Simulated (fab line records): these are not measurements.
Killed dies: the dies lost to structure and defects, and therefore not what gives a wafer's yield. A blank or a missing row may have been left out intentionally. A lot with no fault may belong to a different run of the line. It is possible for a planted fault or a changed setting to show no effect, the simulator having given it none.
Matching of chambers :: flow berkeley-cmos170 :: UCB170_M3_ETCH_17 on rie-diel-01 has 4 sister chambers
The step etches BARC in N2/H2. 16 wafers are shown with their chamber, then 8 later ones without.

WAFERS WITH THEIR CHAMBER
wafer: L089.1
chamber: 3
throttle-valve-pct (%): 13.59
oes-product-au (a.u.): 0.988

wafer: L089.2
chamber: 0
throttle-valve-pct (%): 13.09
oes-product-au (a.u.): 1.011

wafer: L089.3
chamber: 1
throttle-valve-pct (%): 12.99
oes-product-au (a.u.): 0.954

wafer: L089.4
chamber: 2
throttle-valve-pct (%): 13.37
oes-product-au (a.u.): 1.004

wafer: L089.5
chamber: 2
throttle-valve-pct (%): 13.37
oes-product-au (a.u.): 1.005

wafer: L089.6
chamber: 1
throttle-valve-pct (%): 13.01
oes-product-au (a.u.): 0.952

wafer: L088.1
chamber: 0
throttle-valve-pct (%): 13.10
oes-product-au (a.u.): 1.024

wafer: L088.2
chamber: 1
throttle-valve-pct (%): 12.99
oes-product-au (a.u.): 0.970

wafer: L088.3
chamber: 2
throttle-valve-pct (%): 13.37
oes-product-au (a.u.): 1.002

wafer: L088.4
chamber: 0
throttle-valve-pct (%): 13.09
oes-product-au (a.u.): 1.009

wafer: L088.5
chamber: 1
throttle-valve-pct (%): 13.00
oes-product-au (a.u.): 0.966

wafer: L088.6
chamber: 2
throttle-valve-pct (%): 13.35
oes-product-au (a.u.): 1.008

wafer: L094.1
chamber: 2
throttle-valve-pct (%): 13.34
oes-product-au (a.u.): 1.009

wafer: L094.2
chamber: 1
throttle-valve-pct (%): 12.99
oes-product-au (a.u.): 0.974

wafer: L094.3
chamber: 3
throttle-valve-pct (%): 13.61
oes-product-au (a.u.): 0.968

wafer: L094.4
chamber: 0
throttle-valve-pct (%): 13.09
oes-product-au (a.u.): 1.017

SIGNATURES, as means of the wafers listed above
reading: throttle-valve-pct
chamber 0: 13.0925
chamber 1: 12.9960
chamber 2: 13.3600
chamber 3: 13.6000
scatter within a chamber: 0.0108

reading: oes-product-au
chamber 0: 1.01525
chamber 1: 0.96320
chamber 2: 1.00560
chamber 3: 0.97800
scatter within a chamber: 0.00791
Rule: a wafer's distance from a chamber is the root of the sum, over the readings, of the square of ((its reading less the chamber's mean) divided by the reading's scatter). If the next closest chamber is less than 2 further off than the closest, the wafer can't be placed; otherwise it belongs to the closest. The scatter is the square root of a quotient: the sum, over the shown wafers, of each reading's squared deviation from its chamber's mean, divided by wafers minus chambers.

WAFERS MISSING THEIR CHAMBER
wafer: L094.5
throttle-valve-pct (%): 13.36
oes-product-au (a.u.): 1.005

wafer: L094.6
throttle-valve-pct (%): 13.61
oes-product-au (a.u.): 0.983

wafer: L095.1
throttle-valve-pct (%): 13.62
oes-product-au (a.u.): 0.978

wafer: L095.2
throttle-valve-pct (%): 12.99
oes-product-au (a.u.): 0.956

wafer: L095.3
throttle-valve-pct (%): 13.09
oes-product-au (a.u.): 1.019

wafer: L095.4
throttle-valve-pct (%): 13.36
oes-product-au (a.u.): 1.002

wafer: L095.5
throttle-valve-pct (%): 13.62
oes-product-au (a.u.): 0.977

wafer: L095.6
throttle-valve-pct (%): 13.09
oes-product-au (a.u.): 1.010

THE CHAMBER EACH PASSED THROUGH
wafer: L094.5
from the rows above: 2
in truth: 2

wafer: L094.6
from the rows above: 3
in truth: 3

wafer: L095.1
from the rows above: 3
in truth: 3

wafer: L095.2
from the rows above: 1
in truth: 1

wafer: L095.3
from the rows above: 0
in truth: 0

wafer: L095.4
from the rows above: 2
in truth: 2

wafer: L095.5
from the rows above: 3
in truth: 3

wafer: L095.6
from the rows above: 0
in truth: 0
Placed correctly: 8 of 8. Number that these rows cannot place: 0. Number placed wrongly: 0.
